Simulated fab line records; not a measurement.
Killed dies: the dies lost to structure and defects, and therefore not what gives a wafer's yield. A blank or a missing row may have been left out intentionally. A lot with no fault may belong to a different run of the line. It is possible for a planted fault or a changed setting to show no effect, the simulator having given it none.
fab line records    flow berkeley_cmos170
record lots=15  wafers=45  last_day=13
route steps=331 shown M2@288
lots that met no fault: from a run of the same line without faults
start_h: hours from the record's first day to the start of the lot's first wafer shown    wait_h: hours elapsed since this lot's preceding step    " unchanged from the row above    L1.1+2: one row covering several wafers at once    - no value, or no start given    * or withheld: withheld    < > ~ a bound
route shown NAME@n: NAME is a module with steps in the file, n the number in the route of the first one    usual: the fault-free wafers' mean and standard deviation    same: alike in all rows    chamber/n: place in a boat    sites: readings site by site    _std_site: standard deviation of those values    _edge_site: mean of outer sites minus mean of inner sites    radius_mm: how far each site lies from the wafer's centre    mask NAME#n: copy n    behind: tool/chamber where the wafer was last shaped    hold: what put the lot on hold/how long, in hours/how the hold closed    device: the transistor (n, p or np) that didn't switch    end of line: at the end of the route, the tests of the same wafers    where a step has no rows: the recipe by itself    killed: dies that structure and defects cost at the first sort, which is not the same as the wafer's yield    map: the dies of a wafer, with x for killed, . for not killed, _ for no die there
set.NAME: the run value of the setting; set.NAME@STEP: its run value at that earlier step    model.NAME: the simulator's own value behind a step, which no gauge read
route steps across a sampled set of lots; one table per step, one row per wafer
services: from which hour (start_h, from the record's first day; less than 0 if before it) a tool's chamber was out of use, for how many hours, and why
## steps
# step UCB170_M2_ETCH_17
# recipe chemistry=N2/H2  target_depth_a=withheld  overetch_a=withheld  target=BARC  time_s=withheld  source_w=500  bias_w=100  pressure_mtorr=30  n2_flow_sccm=100  h2_flow_sccm=200
# usual bias_w=100.0/0.31  chamber_pressure_mTorr=30.00/0.041  drypump_motor_current_A=5.8/0.43  oes_product_au=1.003/0.021  throttle_valve_pct=13.34/0.19
lot.wafer  tool         chamber  start_h  wait_h  bias_w  chamber_pressure_mTorr  drypump_motor_current_A  oes_product_au  throttle_valve_pct
L665.2     rie_diel-02  3        172.34   0.0     100.0   30.01                   5.1                      1.000           13.11
L665.5     "            3        "        "       100.0   29.99                   5.1                      1.002           13.10
L665.6     "            0        "        "       99.8    30.06                   5.3                      1.038           13.04
L663.1     rie_diel-01  1        172.66   0.0     99.9    30.01                   6.2                      0.993           13.66
L663.4     "            2        "        "       99.8    29.92                   6.2                      1.024           13.40
L663.5     "            2        "        "       99.4    29.96                   6.2                      1.030           13.41
L666.1     rie_diel-01  2        182.40   0.0     100.0   30.04                   6.2                      1.019           13.41
L666.3     "            0        "        "       99.7    30.00                   5.7                      1.005           13.20
L666.5     "            2        "        "       100.3   29.99                   6.2                      1.029           13.42
L667.3     rie_diel-02  1        199.01   0.0     99.7    30.05                   6.2                      0.963           13.51
L667.4     "            2        "        "       100.0   30.02                   5.4                      0.996           13.48
L667.6     "            3        "        "       99.7    29.99                   5.2                      0.992           13.11
L668.1     rie_diel-04  3        199.05   0.0     -       -                       -                        -               -
L668.2     "            2        "        "       -       -                       -                        -               -
L668.6     "            2        "        "       -       -                       -                        -               -
L671.2     rie_diel-04  0        211.40   0.0     -       -                       -                        -               -
L671.4     "            3        "        "       -       -                       -                        -               -
L671.6     "            2        "        "       -       -                       -                        -               -
L669.1     rie_diel-02  3        211.80   0.0     -       -                       -                        -               -
L669.2     "            2        "        "       -       -                       -                        -               -
L669.6     "            3        "        "       -       -                       -                        -               -
L670.1     rie_diel-02  0        213.98   0.0     100.2   30.04                   5.3                      1.026           13.05
L670.2     "            1        "        "       100.7   29.96                   6.2                      0.963           13.50
L670.3     "            3        "        "       100.3   29.97                   5.2                      1.009           13.11
L676.3     rie_diel-01  1        246.82   0.0     99.7    29.99                   6.1                      0.978           13.66
L676.4     "            2        "        "       100.3   29.97                   6.2                      1.013           13.40
L676.5     "            2        "        "       100.4   30.06                   6.2                      1.012           13.41
L677.2     rie_diel-02  1        263.57   0.0     100.0   29.97                   6.2                      0.955           13.51
L677.3     "            2        "        "       99.9    30.34                   5.4                      0.994           13.47
L677.6     "            0        "        "       99.6    30.03                   5.3                      1.021           13.03
L679.1     rie_diel-02  2        270.71   0.0     99.7    29.99                   5.4                      0.996           13.47
L679.5     "            2        "        "       99.9    30.04                   5.4                      1.000           13.48
L679.6     "            1        "        "       99.8    29.99                   6.2                      0.951           13.51
L680.1     rie_diel-01  2        272.70   0.0     99.8    30.03                   6.2                      1.028           13.41
L680.5     "            2        "        "       100.3   30.02                   6.2                      1.028           13.41
L680.6     "            1        "        "       100.6   29.99                   6.1                      0.997           13.65
L682.1     rie_diel-02  0        280.30   0.0     100.2   30.04                   5.2                      1.020           13.03
L682.2     "            3        "        "       99.4    30.00                   5.1                      0.991           13.11
L682.4     "            2        "        "       100.1   30.00                   5.4                      1.000           13.49
L683.1     rie_diel-04  1        281.85   0.0     100.2   29.97                   6.3                      1.013           13.23
L683.2     "            0        "        "       99.6    30.02                   6.2                      1.023           13.45
L683.3     "            3        "        "       99.9    30.02                   6.2                      0.974           13.20
L686.1     rie_diel-02  2        306.50   0.0     100.2   29.95                   5.4                      0.997           13.45
L686.3     "            0        "        "       99.6    30.00                   5.3                      1.017           13.03
L686.4     "            1        "        "       100.0   29.98                   6.2                      0.953           13.50
# step UCB170_M2_METAL_ETCH_18
# recipe chemistry=Cl2/BCl3  target=Al  stop_on=SiO2  pressure_mtorr=12  target_depth_a=11700  over_etch_frac=0.3  time_s=195  icp_w=600  bias_w=120  Cl2_flow_sccm=90  bcl3_flow_sccm=45
# usual bcl3_flow_sccm=45.00/0.13  bias_w=120.0/0.34  drypump_motor_current_A=5.67/0.22  oes_product_au=0.858/0.0081  throttle_valve_pct=24.36/0.29
# same over_etch_frac=0.3  time_s=195
lot.wafer  tool          chamber  start_h  wait_h  bcl3_flow_sccm  bias_w  drypump_motor_current_A  oes_product_au  rf_hours_counter_h  throttle_valve_pct
L665.2     rie_metal-03  0        172.38   -       45.07           119.8   5.28                     0.849           8.0                 24.43
L665.5     "             0        "        "       45.08           120.0   5.34                     0.860           -                   24.43
L665.6     "             1        "        "       45.12           120.4   5.75                     0.842           -                   24.09
L663.1     rie_metal-01  0        172.70   -       45.08           119.5   6.08                     0.863           7.4                 24.89
L663.4     "             1        "        "       45.08           119.6   5.72                     0.850           -                   24.12
L663.5     "             0        "        "       44.89           119.4   6.08                     0.863           -                   24.90
L666.1     rie_metal-03  0        182.44   -       44.78           119.7   5.30                     0.847           8.4                 24.43
L666.3     "             0        "        "       44.96           119.4   5.33                     0.850           -                   24.42
L666.5     "             1        "        "       45.01           120.1   5.78                     0.842           -                   24.08
L668.1     rie_metal-01  0        199.09   -       45.09           119.9   6.11                     0.373           8.2                 25.11
L668.2     "             1        "        "       44.95           120.3   5.70                     0.375           4.3                 24.36
L668.6     "             0        "        "       45.08           119.6   6.09                     0.375           -                   25.11
L667.3     rie_metal-04  0        199.12   -       45.24           120.0   5.74                     0.869           -                   24.64
L667.4     "             1        "        "       44.92           119.5   5.54                     0.862           -                   24.14
L667.6     "             0        "        "       45.27           119.8   5.76                     0.873           -                   24.65
L671.2     rie_metal-04  1        211.44   -       44.99           119.6   5.50                     0.374           11.9                24.35
L671.4     "             0        "        "       44.96           120.4   5.76                     0.373           -                   24.87
L671.6     "             0        "        "       45.01           120.3   5.75                     0.387           -                   24.87
L669.1     rie_metal-03  0        211.85   -       45.10           120.0   5.35                     0.374           9.1                 24.67
L669.2     "             1        "        "       45.01           120.2   5.76                     0.375           8.8                 24.31
L669.6     "             1        "        "       44.93           120.2   5.75                     0.374           -                   24.32
L670.1     rie_metal-04  1        214.02   -       44.97           119.8   5.54                     0.855           12.1                24.14
L670.2     "             0        "        "       45.03           119.9   5.75                     0.869           7.6                 24.65
L670.3     "             0        "        "       45.00           119.9   5.75                     0.857           -                   24.65
L676.3     rie_metal-01  0        246.93   -       45.07           120.2   6.09                     0.862           -                   24.89
L676.4     "             1        "        "       44.94           119.8   5.72                     0.856           -                   24.13
L676.5     "             0        "        "       45.07           120.3   6.11                     0.867           -                   24.87
L677.2     rie_metal-03  1        263.62   -       44.95           119.9   5.76                     0.853           9.6                 24.08
L677.3     "             1        "        "       44.77           119.4   5.74                     0.850           -                   24.09
L677.6     "             1        "        "       44.82           119.6   5.75                     0.847           -                   24.08
L679.1     rie_metal-03  0        270.75   -       45.08           119.9   5.35                     0.849           10.1                24.43
L679.5     "             0        "        "       44.96           120.0   5.33                     0.867           -                   24.44
L679.6     "             1        "        "       45.03           119.9   5.77                     0.851           -                   24.07
L680.1     rie_metal-01  0        272.75   -       44.90           120.2   6.08                     0.856           10.2                24.90
L680.5     "             0        "        "       44.76           120.3   6.10                     0.866           -                   24.87
L680.6     "             1        "        "       45.05           119.7   5.68                     0.845           -                   24.14
L682.1     rie_metal-03  0        280.34   -       45.01           120.1   5.33                     0.851           10.5                24.42
L682.2     "             1        "        "       44.82           119.7   5.75                     0.855           10.2                24.09
L682.4     "             0        "        "       45.13           119.8   5.31                     0.849           -                   24.43
L683.1     rie_metal-04  0        281.89   -       45.02           120.1   5.75                     0.866           9.4                 24.64
L683.2     "             1        "        "       44.96           120.8   5.51                     0.868           13.9                24.12
L683.3     "             1        "        "       44.94           120.2   5.50                     0.863           -                   24.13
L686.1     rie_metal-01  1        306.54   -       44.85           120.1   5.67                     0.845           7.1                 24.13
L686.3     "             1        "        "       44.92           120.2   5.69                     0.871           -                   24.12
L686.4     "             1        "        "       44.93           119.9   5.68                     0.858           -                   24.13
# step UCB170_M2_CD_MEAS_90
# recipe target_cd_nm=700
# usual cd_nm=698/4.7
lot.wafer  tool       chamber  start_h  wait_h  cd_nm
L665.2     cd_sem-01  -        172.69   0.1     696
L665.5     "          -        "        "       693
L665.6     "          -        "        "       689
L663.1     cd_sem-02  -        173.02   0.1     696
L663.4     "          -        "        "       701
L663.5     "          -        "        "       698
L666.1     cd_sem-02  -        182.72   0.1     699
L666.3     "          -        "        "       696
L666.5     "          -        "        "       689
L668.1     cd_sem-02  -        199.38   0.1     -
L668.2     "          -        "        "       -
L668.6     "          -        "        "       -
L667.3     cd_sem-01  -        199.38   0.1     695
L667.4     "          -        "        "       704
L667.6     "          -        "        "       695
L671.2     cd_sem-01  -        211.75   0.1     -
L671.4     "          -        "        "       -
L671.6     "          -        "        "       -
L669.1     cd_sem-02  -        212.13   0.1     -
L669.2     "          -        "        "       -
L669.6     "          -        "        "       -
L670.1     cd_sem-02  -        214.31   0.1     704
L670.2     "          -        "        "       696
L670.3     "          -        "        "       699
L676.3     cd_sem-02  -        247.19   0.1     703
L676.4     "          -        "        "       704
L676.5     "          -        "        "       703
L677.2     cd_sem-02  -        263.92   0.1     698
L677.3     "          -        "        "       696
L677.6     "          -        "        "       696
L679.1     cd_sem-02  -        271.04   0.1     697
L679.5     "          -        "        "       697
L679.6     "          -        "        "       692
L680.1     cd_sem-02  -        273.07   0.1     696
L680.5     "          -        "        "       697
L680.6     "          -        "        "       695
L682.1     cd_sem-02  -        280.63   0.1     693
L682.2     "          -        "        "       692
L682.4     "          -        "        "       693
L683.1     cd_sem-01  -        282.18   0.1     698
L683.2     "          -        "        "       702
L683.3     "          -        "        "       700
L686.1     cd_sem-02  -        307.01   0.1     704
L686.3     "          -        "        "       698
L686.4     "          -        "        "       700
## services
tool          chamber  start_h  hours  kind
rie_metal-03  -        153.59   0.3    repair
rie_diel-01   0        155.61   -      clean
rie_diel-01   0        155.61   12.2   scheduled_down
rie_diel-01   0        155.61   12.2   vent_cycle
rie_diel-04   1        170.26   -      clean
rie_diel-04   1        170.26   21.3   scheduled_down
rie_diel-04   1        170.26   21.3   vent_cycle
rie_metal-03  -        264.79   4.3    pm
rie_diel-01   2        289.23   3.1    repair
rie_diel-01   1        292.33   -      clean
rie_diel-01   1        292.33   22.4   scheduled_down
rie_diel-01   1        292.33   22.4   vent_cycle
rie_metal-01  0        302.70   9.2    repair
## key
first_sign step=UCB170_M2_ETCH_17  reading=tool_record  direction=missing
effect step=UCB170_M2_METAL_ETCH_18  reading=oes_product_au  direction=down  sigmas=60  usual=0.858  struck=0.376
effect step=UCB170_M2_CD_MEAS_90  reading=cd_nm  direction=missing
met_at UCB170_M2_ETCH_17
struck_lots L668,L669,L671
later_rows_left_out L668.1,L668.2,L668.6,L669.1,L669.2,L669.6,L671.2,L671.4,L671.6
sort_left_out L668.1,L668.2,L668.6,L669.1,L669.2,L669.6,L671.2,L671.4,L671.6
onset_between 199.01 199.05
fault kind=skipped_step_whole  tool=rie_diel-02,rie_diel-04  chamber=-  onset_h=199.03  steps=UCB170_M2_ETCH_17  scope=struck_lots_only
# sort_left_out: the simulated sort isn't trusted on such a fault, so these wafers' sort isn't shown, and their yield isn't known
# later_rows_left_out: the simulator's readings of these wafers behind a module that went badly wrong aren't trusted and aren't shown, but for the sort
